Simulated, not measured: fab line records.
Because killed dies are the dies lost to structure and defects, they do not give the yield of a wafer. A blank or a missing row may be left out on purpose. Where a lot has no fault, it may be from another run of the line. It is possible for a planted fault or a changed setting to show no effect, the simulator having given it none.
Lot-split experiment ; flow berkeley-cmos170 ; 5 lots, 23 wafers read, on a route of 331 steps

## THE SPLIT ITSELF
At UCB170_BACKSIDE_COAT_01 (resist thk 900 nm), the setting resist-thk-nm was moved away from the recipe's 900 nm on 9 of the 23 wafers read, by -5.6% to +3.7%. The other wafers ran this setting at the recipe's value.

The reading is taken at the split's own step.

## THE READING
KrF_of_BACKSIDE_COAT_01.thk-nm (the simulator's own value, which no gauge read), in nm, at UCB170_BACKSIDE_COAT_01 (resist thk 900 nm). The file does not state a usual value for it. The 14 wafers here that ran the recipe average 898.3 nm, standard deviation 2.3 nm.

wafer;tool, chamber at the split;resist-thk-nm as run, nm;against the recipe;KrF_of_BACKSIDE_COAT_01.thk-nm, nm;against lot-mates on the recipe
L079.2;litho-track-01, 0;900;recipe;896.8;-
L079.3;litho-track-01, 0;900;recipe;900;-
L079.6;litho-track-01, 0;900;recipe;895.8;-
L080.2;litho-track-01, 0;900;recipe;900.5;-
L080.3;litho-track-01, 0;900;recipe;899.1;-
L080.4;litho-track-01, 0;879.4;-2.3%;879.5;-20.3
L080.5;litho-track-01, 0;879.4;-2.3%;881.4;-18.4
L080.6;litho-track-01, 0;879.4;-2.3%;879.2;-20.6
L084.1;litho-track-02, 0;900;recipe;901.1;-
L084.2;litho-track-02, 0;900;recipe;900.7;-
L084.3;litho-track-02, 0;900;recipe;901.8;-
L084.4;litho-track-02, 0;849.7;-5.6%;849.4;-51.8
L084.6;litho-track-02, 0;849.7;-5.6%;848.2;-53.0
L083.1;litho-track-04, 0;933.4;+3.7%;929.2;+33.3
L083.2;litho-track-04, 0;900;recipe;895.6;-
L083.4;litho-track-04, 0;900;recipe;894.3;-
L083.5;litho-track-04, 0;933.4;+3.7%;932;+36.1
L083.6;litho-track-04, 0;900;recipe;897.9;-
L085.1;litho-track-04, 0;900;recipe;899;-
L085.3;litho-track-04, 0;900;recipe;896.6;-
L085.4;litho-track-04, 0;862.1;-4.2%;861.4;-36.1
L085.5;litho-track-04, 0;900;recipe;896.8;-
L085.6;litho-track-04, 0;862.1;-4.2%;861.7;-35.8

FIT RESULTS
A straight line over all 23 wafers: KrF_of_BACKSIDE_COAT_01.thk-nm changes by +8.71 nm for each +1% of resist-thk-nm; r = +1.00; the points scatter about the line by 2.1 nm.
The same after taking each lot's own level away (the mean of its wafers on the recipe; 23 wafers): +9.11 nm for each +1%; r = +1.00; scatter 1.5 nm.
On that fit, the largest move of resist-thk-nm shifts the reading by 51 nm.
The span of the lots' own levels, 895.93 to 901.20 nm, comes to 2.3 times the standard deviation stated above.
So the lot-to-lot level changes the slope little: the two slopes agree.
Check: -50.3 nm against its lot-mates is what the line predicts for one of the wafers moved furthest among these (-5.6%) when that wafer is left out of the fit. It came out at -51.8 nm against them.

## ADDITIONAL SPLITS CARRIED BY THESE WAFERS
Other splits were also applied to these wafers ahead of the reading. Each is held against what the fit with the lots' levels taken away leaves over:
other split on the same wafers;wafers away from the commonest value;r with KrF_of_BACKSIDE_COAT_01.thk-nm (lot level and that fit taken away)
UCB170_NWELL_CVD_04 sih2cl2-flow-sccm;10;-0.14
UCB170_NWELL_COAT_07 resist-thk-nm;4;+0.12
UCB170_NWELL_ETCH_13 rf-w;8;-0.01
UCB170_ACTIVE_CVD_05 nh3-flow-sccm;18;+0.35
UCB170_PFIELD_COAT_01 resist-thk-nm;7;+0.02
UCB170_PFIELD_IMPLANT_07 energy-kev;11;+0.00
UCB170_PLDD_PEB_04 peb-temp-c;10;-0.12

## THE WHOLE CHAIN: every reading that the file lists as answering this split, in the file's order
step;what it does;reading;change (the file's fit);r (the file's)
UCB170_BACKSIDE_COAT_01;resist thk 900 nm;KrF_of_BACKSIDE_COAT_01.thk-nm (the simulator's own value, which no gauge read);+9.09 nm for each +1% of the setting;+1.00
UCB170_BACKSIDE_STRIP_03;strips in O2;strip-time-to-endpoint-s;withheld for each +1% of the setting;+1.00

## THE FILE'S OWN FIT
KrF_of_BACKSIDE_COAT_01.thk-nm changes by +9.09 nm for each +1% of resist-thk-nm, r = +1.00.
